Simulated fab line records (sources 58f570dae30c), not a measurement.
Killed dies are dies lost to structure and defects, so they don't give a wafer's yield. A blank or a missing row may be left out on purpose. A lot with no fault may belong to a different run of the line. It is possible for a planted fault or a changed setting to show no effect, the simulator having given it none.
Problem report in the 8D (eight disciplines) form, filled by code    flow berkeley cmos170    the parts of the form that need people (team, actions taken, sign-off) are left out

== 1. THE PROBLEM ==
Across 6 wafers from 2 lots, NSD_RS at UCB170_SDANNEAL_RS_MEAS_03 averages 30.40 ohm/sq, while fault-free wafers read 37.29 ohm/sq with a standard deviation of 0.11. Relative to the usual mean, that is a shift of -63 standard deviations.
The step: measures by four-point-probe.
Seen first at day 8 10:35 on film metro-01, wafer L901.1. Wafers with a number at this step in the record: 42, from 14 lots. The rule behind "out" and "out of limits": a value lying over 4 standard deviations away from the usual mean. All remaining wafers that have a number are taken as sound.

== 2. WHAT IT IS AND WHAT IT IS NOT ==
question                     is                            is not
which readings at this step  NSD_RS                        -
which lots                   L901, L907                    L893, L895, L896, L897, L898, L899, L900, L911, L912, L913, L914, L915
which wafers of those lots   all that have a number        -
read on which gauges         film metro-01, film metro-02  film metro-03
when                         from day 8 10:35              up to then (21 sound wafers); but 15 sound wafers of L911, L912, L913, L914, L915 came after

== 3. WHAT RULES OUT EACH SUSPECT ==
Counting: a tool stays on the suspect list if, at a process step up to the reading, it processed all lots that are out and no sound lot following the first of them.
- the gauge at UCB170_SDANNEAL_RS_MEAS_03: ruled out. 2 gauges (film metro-01, film metro-02) read the wafers that are out.
- implanter-01 at UCB170_NSD_IMPLANT_08: kept. It processed each lot that is out, first L901 at day 8 09:06, and no sound lot thereafter; up to then, the last sound lot it processed was L900 at day 7 16:47. Its own readings are out on those wafers: beam on s, dose ions cm2, faraday current uA.
- plasma asher-04 at UCB170_NSD_STRIP_09 (strips in O2): ruled out as a lasting fault. After its first lot that is out, L901 (day 8 09:15), sound lots L915 ran on it.
The count leaves implanter-01 at UCB170_NSD_IMPLANT_08.

== 4. THE CAUSE (what the simulator had put in) ==
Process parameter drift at UCB170_NSD_IMPLANT_08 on implanter-01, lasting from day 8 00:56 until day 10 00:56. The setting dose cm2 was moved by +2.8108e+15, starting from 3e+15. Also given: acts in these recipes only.
After counting, this tool was the only one left.

== 5. SEQUENCE OF EFFECTS, ordered by route ==
One row per reading whose mean, taken over the struck wafers that have a number, lies over 3 standard deviations from the usual. Readings are gone through only where the record gives a usual standard deviation; hours: the median, over the lots, of the time from a lot's start at the first step in this table giving one to that lot's start at this step; sigmas: the change measured in usual standard deviations.
hours  step                        reading                   usual         on struck wafers  change  sigmas
0      UCB170_NSD_IMPLANT_08       beam on s                 10.00 s       13.87             +3.87   +18
0      UCB170_NSD_IMPLANT_08       dose ions cm2             3e+15         6e+15             +3e+15  +99 or more
0      UCB170_NSD_IMPLANT_08       faraday current uA        9259          12859             +3600   +19
0      UCB170_NSD_STRIP_09         oes product au            0.534 a.u.    0.488             -0.046  -9.9
0      UCB170_NSD_STRIP_09         strip time to endpoint s  35.82 s       42.44             +6.62   +99 or more
0      UCB170_NSD_TW_MEAS_10       NSD_TW                    4168          4370              +202    +3.3
2      UCB170_SDANNEAL_RS_MEAS_03  NSD_RS                    37.29 ohm/sq  30.40             -6.89   -63
Process steps it contains:
- UCB170_NSD_IMPLANT_08
- UCB170_NSD_STRIP_09: strips in O2.
Later measuring or inspecting steps at which every struck wafer that the step has a row for has a number for every such reading, and none has moved that far: UCB170_V2_CD_MEAS_90.

== 6. HOW IT WOULD HAVE BEEN CAUGHT EARLIER ==
In this record the first reading out of limits at a measuring or inspecting step was taken at day 8 10:35, 10 hours after the fault began at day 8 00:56.
The tool's own readings at UCB170_NSD_IMPLANT_08 were out on every struck wafer that the step has a row for (beam on s, dose ions cm2, faraday current uA): an alarm limit on them would have fired on the first of those.
L907, from the lots that are out (2), started UCB170_NSD_IMPLANT_08 on implanter-01 later than day 8 10:35. It would have been spared by a hold on the tool at that moment.
